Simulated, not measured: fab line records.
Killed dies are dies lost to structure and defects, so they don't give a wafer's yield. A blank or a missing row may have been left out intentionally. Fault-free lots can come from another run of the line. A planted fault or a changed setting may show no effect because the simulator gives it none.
A struck lot beside a sound one    flow rit-cmos    43 out of 202 route steps
Sound: wafers L412.2, L412.5, L412.6. Struck: wafers L425.1, L425.4, L425.5. The cause is given at the end.
At each step with rows: each side's tool, then ch and its chambers, then its first start. Under that, the readings that differ: sound wafers    struck wafers    difference of the means    sigmas: that difference in standard deviations of wafers without a fault.
alike: words and numbers the same on both sides, and readings whose means are apart by under 2 such deviations; not compared: readings that were withheld, readings missing a value for some wafer, numbers with overlapping values and no deviation given by the record, and bounds like >300 which may hide the same value.
The two part at a step that has a row with sigmas, a row that says differs or no value, or rows on one side only. When numbers do not overlap yet have no deviation, they are printed without sigmas and do not part them. Lack of a reading on every wafer of one side parts them only where that side has two or more wafers.

first, 2 steps without rows for these wafers: RIT_ACTIVE_PEB_09; RIT_ACTIVE_DEVELOP_10 (develop time 50 s).
RIT_ACTIVE_CD_MEAS_11 targets a cd of 1400 nm.
  sound: cd-sem-02 at day 1 15:14; struck: cd-sem-01 at day 4 09:16
  alike: cd-nm
then, 1 step without rows for these wafers: RIT_ACTIVE_HARDBAKE_12 (time 60 s).
RIT_ACTIVE_ETCH_13: etches Si3N4 in SF6, stops on SiO2, time 210 s, target depth 210 nm.
  sound on rie-diel-03 ch 0,1, day 1 15:31; struck on rie-diel-04 ch 1,2,3, day 4 09:32
  alike: drypump-motor-current-A, oes-product-au, throttle-valve-pct
  not compared: rf-hours-counter-h
RIT_ACTIVE_STRIP_14: strips in O2, time 180 s.
  sound on plasma-asher-01 ch 0,1, day 1 15:39; struck on plasma-asher-02 ch 0,1, day 4 09:40
  alike: drypump-motor-current-A
  not compared: rf-hours-counter-h
RIT_ACTIVE_CD_MEAS_90 targets a cd of 1400 nm.
  sound: cd-sem-01 at day 1 15:50; struck: cd-sem-02 at day 4 09:50
  alike: cd-nm
then, 4 steps without rows for these wafers: RIT_ACTIVE_CLEAN_15 (cleans in SC1, time 600 s); RIT_ACTIVE_CLEAN_16 (cleans in dHF, time 30 s); RIT_ACTIVE_CLEAN_17 (cleans in SC2, time 600 s); RIT_FOX1_OXIDATION_00 (target thk 350.7 nm, ox time 1130 s).
RIT_FOX1_THK_MEAS_01:
  sound: film-metro-01 at day 1 20:38; struck: film-metro-01 at day 4 12:26
  alike: FOX1_OXIDE_THK
RIT_FOX1_WET_ETCH_02: etches SiO2 in BOE, target depth 350 nm, time 390 s.
  sound on wet-bench-01 ch 0, day 1 20:41; struck on wet-bench-03 ch 3, day 4 12:30
  alike: bath-heat-duty-pct
then, 1 step without rows for these wafers: RIT_FOX2_OXIDATION_00 (target thk 350.7 nm, ox time 1130 s).
RIT_FOX2_THK_MEAS_01:
  sound: film-metro-01 at day 2 04:29; struck: film-metro-01 at day 4 14:58
  alike: FOX2_OXIDE_THK
then, 2 steps without rows for these wafers: RIT_FOX2_CLEAN_02 (cleans in dHF, time 180 s); RIT_FOX2_WET_ETCH_03 (etches Si3N4 in H3PO4, target depth 195 nm, time 2700 s).
RIT_FOX2_THK_MEAS_90:
  sound: film-metro-03 at day 2 05:22; struck: film-metro-02 at day 4 15:51
  alike: FIELD_OXIDE_LEFT_1_THK
then, 6 steps without rows for these wafers: RIT_NWELL_HMDS_00 (prime time 60 s); RIT_NWELL_COAT_01 (resist thk 1300 nm); RIT_NWELL_SOFTBAKE_02 (time 60 s); RIT_NWELL_EXPOSE_03 (exposes mask M2, target cd 43900 nm); RIT_NWELL_PEB_04; RIT_NWELL_DEVELOP_05 (develop time 68 s).
RIT_NWELL_OVL_MEAS_06:
  sound: overlay-02 at day 2 06:25; struck: overlay-01 at day 4 16:47
  alike: NWELL_OVL
then, 2 steps without rows for these wafers: RIT_NWELL_HARDBAKE_07 (time 120 s); RIT_NWELL_IMPLANT_08.
RIT_NWELL_STRIP_09: strips in O2, time 180 s.
  sound on plasma-asher-01 ch 0,1, day 2 06:51; struck on plasma-asher-02 ch 0,1, day 4 17:13
  alike: drypump-motor-current-A
  not compared: rf-hours-counter-h
RIT_NWELL_TW_MEAS_10:
  sound: film-metro-02 at day 2 07:02; struck: film-metro-02 at day 4 17:24
  alike: NWELL_TW
then, 6 steps without rows for these wafers: RIT_PWELL_HMDS_00 (prime time 60 s); RIT_PWELL_COAT_01 (resist thk 1300 nm); RIT_PWELL_SOFTBAKE_02 (time 60 s); RIT_PWELL_EXPOSE_03 (exposes mask M3, target cd 43700 nm); RIT_PWELL_PEB_04; RIT_PWELL_DEVELOP_05 (develop time 68 s).
RIT_PWELL_OVL_MEAS_06:
  sound: overlay-01 at day 2 08:05; struck: overlay-02 at day 4 18:32
  alike: PWELL_OVL
then, 2 steps without rows for these wafers: RIT_PWELL_HARDBAKE_07 (time 120 s); RIT_PWELL_IMPLANT_08.
RIT_PWELL_STRIP_09: strips in O2, time 180 s.
  sound on plasma-asher-04 ch 0,1, day 2 08:31; struck on plasma-asher-01 ch 1, day 4 18:59
  alike: drypump-motor-current-A
  not compared: rf-hours-counter-h
RIT_PWELL_TW_MEAS_10:
  sound: film-metro-03 at day 2 08:43; struck: film-metro-04 at day 4 19:09
  alike: PWELL_TW
then, 1 step without rows for these wafers: RIT_WELLDRIVE_ANNEAL_00 (time 14700 s).
RIT_WELLDRIVE_RS_MEAS_01: measures by four-point-probe.
  sound: film-metro-02 at day 2 15:15; struck: film-metro-02 at day 5 00:17
  alike: NWELL_RS
RIT_M1_PROBE_99:
  sound: prober-02 at day 3 22:13; struck: prober-01 at day 6 07:35
reading              sound  struck    difference  sigmas
killed-at-front-end  8 8 8  27 21 25  +16         +5
killed-dies          8 8 8  27 21 25  +16         +5
killed-on-rim        1 2 3  11 10 11  +9          +6
  alike: killed_at_M0_to_M3, killed-at-contacts, killed-open, killed-short

## WHERE THEY PART
RIT_M1_PROBE_99 only, going by this record.

WHY: the cause the simulator had injected
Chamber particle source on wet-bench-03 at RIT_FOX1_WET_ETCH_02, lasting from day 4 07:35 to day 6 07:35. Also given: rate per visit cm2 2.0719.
